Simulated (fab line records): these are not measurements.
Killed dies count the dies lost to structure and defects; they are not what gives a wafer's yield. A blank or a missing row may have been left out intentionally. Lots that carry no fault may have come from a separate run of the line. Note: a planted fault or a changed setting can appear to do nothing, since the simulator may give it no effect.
Comparing a struck lot with a sound one | flow berkeley-cmos170 | 19 steps out of a route of 331
Sound: these wafers, L343.2, L343.4, L343.6. Wafers struck: L350.1, L350.4, L350.5. Last of all comes the cause.
At each step with rows: each side's tool, then ch and its chambers, then its first start. Under that, the readings that differ: sound wafers | struck wafers | difference of the means | sigmas: that difference in standard deviations of wafers without a fault.
alike: a reading whose means differ by less than 2 such deviations, as well as words and numbers matching on both sides. not compared: withheld readings; readings where some wafer has no value; bounds like >300 that might hide an equal value; numbers whose values overlap and for which the record gives no deviation.
The two part at a step that has a row with sigmas, a row that says differs or no value, or rows on one side only. Numbers that have no deviation but don't overlap get no sigmas and don't part them. A reading that every wafer of one side lacks parts them only if that side has two wafers or more.

first, 2 steps without rows for these wafers: UCB170_SACOX_CLEAN_00 (cleans in dHF, time 7.5 s); UCB170_SACOX_OXIDATION_01 (target thk 14.4 nm, ox time 2400 s).
UCB170_SACOX_THK_MEAS_02:
  sound on film-metro-02 at day 6 21:41; struck on film-metro-03 at day 8 01:16
  alike: SACOX_OXIDE_THK
then, 2 steps without rows for these wafers: UCB170_SCREENOX_WET_ETCH_00 (etches SiO2 in dHF, time 200 s); UCB170_SCREENOX_OXIDATION_01 (target thk 14.4 nm, ox time 2296 s).
UCB170_SCREENOX_THK_MEAS_02:
  sound on film-metro-02 at day 7 04:41; struck on film-metro-02 at day 8 08:04
  alike: SCREENOX_OXIDE_THK
then, 6 steps without rows for these wafers: UCB170_SCREENOX_ANNEAL_03 (time 900 s); UCB170_NVT_HMDS_00 (prime time 60 s); UCB170_NVT_COAT_01 (resist thk 900 nm); UCB170_NVT_SOFTBAKE_02 (time 60 s); UCB170_NVT_EXPOSE_03 (exposes mask PWELL, target cd 3000 nm); UCB170_NVT_PEB_04.
UCB170_NVT_DEVELOP_05: develop time 45 s.
  sound on litho-track-01 ch 0, day 7 12:00; struck on litho-track-01 ch 0, day 8 15:00
UCB170_NVT_OVL_MEAS_06:
  sound on overlay-01 at day 7 12:39; struck on overlay-01 at day 8 15:28
  alike: NVT_OVL
then, 1 step without rows for these wafers: UCB170_NVT_IMPLANT_07.
UCB170_NVT_STRIP_08: strips in O2.
  sound on plasma-asher-04 ch 0,1, day 7 12:50; struck on plasma-asher-04 ch 0,1, day 8 15:40
  alike: drypump-motor-current-A, oes-product-au, strip-time-to-endpoint-s
  not compared: rf-hours-counter-h
UCB170_NVT_TW_MEAS_09:
  sound on film-metro-01 at day 7 12:56; struck on film-metro-04 at day 8 15:46
  reading | sound       | struck   | difference | sigmas
  NVT_TW  | 523 524 525 | 30 30 30 | -494       | -99 or more
then, 1 step without rows for these wafers: UCB170_NVT_CLEAN_10 (cleans in SPM, time 600 s).
-- the record jumps here: 2 days lie between the struck wafers' starts before and after (it left off in module NVT and takes up again in module M3, whose first step shown is number 331 of the route) --
UCB170_M3_PROBE_99:
  the record has rows for the struck wafers here (prober-01, day 11 01:01) and none for the sound ones

WHERE THEY PART
At UCB170_NVT_TW_MEAS_09 first; at UCB170_M3_PROBE_99 last (within this record only).

WHY: what the simulator had put in
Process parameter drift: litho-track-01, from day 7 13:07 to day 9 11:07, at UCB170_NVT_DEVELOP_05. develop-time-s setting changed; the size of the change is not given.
